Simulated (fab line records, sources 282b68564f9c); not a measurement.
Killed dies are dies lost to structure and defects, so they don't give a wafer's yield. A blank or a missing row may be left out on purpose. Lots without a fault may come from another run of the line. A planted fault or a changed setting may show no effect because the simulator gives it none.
Split-lot experiment | flow rit_cmos | 5 lots, 27 wafers read, on a route of 202 steps

THE SPLIT
At RIT_SPACER_ETCHBACK_05 (etches Si3N4 in SF6/CHF3, stops on SiO2, target depth 250 nm, time 240 s), the setting time_s was moved away from the recipe's 240 s on 9 of the 27 wafers read, by +26.7% to +41.2%. The other wafers ran this setting at the recipe's value.

The reading is taken at the split's own step.

THE READING
SiO2_of_FOX2_OXIDATION_00.thk_nm (the simulator's own value, which no gauge read), in nm, at RIT_SPACER_ETCHBACK_05 (etches Si3N4 in SF6/CHF3, stops on SiO2, target depth 250 nm, time 240 s). The file gives no usual value for it. The 18 wafers here that ran the recipe average 178.5 nm, standard deviation 4.3 nm.

wafer  | tool, chamber at the split | time_s as run, s | against the recipe | SiO2_of_FOX2_OXIDATION_00.thk_nm, nm | against lot-mates on the recipe
L075.1 | rie_diel-01, 3             | 338.9            | +41.2%             | 156                                  | -20.0
L075.2 | rie_diel-01, 2             | 338.9            | +41.2%             | 153.6                                | -22.4
L075.3 | rie_diel-01, 1             | 338.9            | +41.2%             | 157.3                                | -18.7
L075.4 | rie_diel-01, 2             | 240              | recipe             | 173.5                                | -
L075.5 | rie_diel-01, 3             | 240              | recipe             | 175                                  | -
L075.6 | rie_diel-01, 1             | 240              | recipe             | 179.5                                | -
L079.1 | rie_diel-03, 2             | 240              | recipe             | 174.1                                | -
L079.2 | rie_diel-03, 0             | 314.3            | +31.0%             | 168.3                                | -7.2
L079.3 | rie_diel-03, 1             | 314.3            | +31.0%             | 163.9                                | -11.6
L079.4 | rie_diel-03, 3             | 314.3            | +31.0%             | 159.8                                | -15.7
L079.5 | rie_diel-03, 0             | 240              | recipe             | 179.9                                | -
L079.6 | rie_diel-03, 3             | 240              | recipe             | 172.6                                | -
L080.1 | rie_diel-02, 0             | 240              | recipe             | 171.8                                | -
L080.4 | rie_diel-02, 1             | 240              | recipe             | 172.9                                | -
L080.5 | rie_diel-02, 3             | 240              | recipe             | 175.4                                | -
L084.1 | rie_diel-02, 0             | 240              | recipe             | 185.2                                | -
L084.2 | rie_diel-02, 1             | 240              | recipe             | 180.5                                | -
L084.3 | rie_diel-02, 2             | 304              | +26.7%             | 164.2                                | -17.1
L084.4 | rie_diel-02, 3             | 304              | +26.7%             | 168.8                                | -12.5
L084.5 | rie_diel-02, 3             | 304              | +26.7%             | 174                                  | -7.3
L084.6 | rie_diel-02, 0             | 240              | recipe             | 178.1                                | -
L085.1 | rie_diel-01, 3             | 240              | recipe             | 183.7                                | -
L085.2 | rie_diel-01, 0             | 240              | recipe             | 183.2                                | -
L085.3 | rie_diel-01, 2             | 240              | recipe             | 180.5                                | -
L085.4 | rie_diel-01, 1             | 240              | recipe             | 184.7                                | -
L085.5 | rie_diel-01, 3             | 240              | recipe             | 180.1                                | -
L085.6 | rie_diel-01, 0             | 240              | recipe             | 182.4                                | -

THE FIT
A straight line over all 27 wafers: SiO2_of_FOX2_OXIDATION_00.thk_nm changes by -0.495 nm for each +1% of time_s; r = -0.88; the points scatter about the line by 4.4 nm.
The same after taking each lot's own level away (the mean of its wafers on the recipe; 27 wafers): -0.455 nm for each +1%; r = -0.93; scatter 2.9 nm.
On that fit, the largest move of time_s shifts the reading by 19 nm.
The lots' own levels span 173.37 to 182.43 nm, that is 2.1 times the standard deviation above.
So the lot-to-lot level changes the slope little: the two slopes agree.
Check: with one of the wafers moved furthest among these (+41.2%) left out of the fit, the line predicts -18.4 nm for it against its lot-mates. It came out at -20 nm against them.

OTHER SPLITS ON THESE WAFERS
These wafers also went through other splits before the reading. Each is held against what the fit with the lots' levels taken away leaves over:
other split on the same wafers | wafers away from the commonest value | r with SiO2_of_FOX2_OXIDATION_00.thk_nm (lot level and that fit taken away)
RIT_ACTIVE_CVD_03 time_s       | 18                                   | +0.05

THE WHOLE CHAIN: every reading that the file lists as answering this split, in the file's order
step                   | what it does                                                             | reading                                                                           | change (the file's fit)               | r (the file's)
RIT_SPACER_ETCHBACK_05 | etches Si3N4 in SF6/CHF3, stops on SiO2, target depth 250 nm, time 240 s | poly-Si_of_GATE_CVD_08.thk_nm (the simulator's own value, which no gauge read)    | -0.653 nm for each +1% of the setting | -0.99
RIT_SPACER_ETCHBACK_05 | etches Si3N4 in SF6/CHF3, stops on SiO2, target depth 250 nm, time 240 s | Si3N4_of_SPACER_CVD_03.thk_nm (the simulator's own value, which no gauge read)    | -0.518 nm for each +1% of the setting | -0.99
RIT_SPACER_ETCHBACK_05 | etches Si3N4 in SF6/CHF3, stops on SiO2, target depth 250 nm, time 240 s | SiO2_of_FOX2_OXIDATION_00.thk_nm (the simulator's own value, which no gauge read) | -0.452 nm for each +1% of the setting | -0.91

THE FILE'S OWN FIT
SiO2_of_FOX2_OXIDATION_00.thk_nm changes by -0.452 nm for each +1% of time_s, r = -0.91.
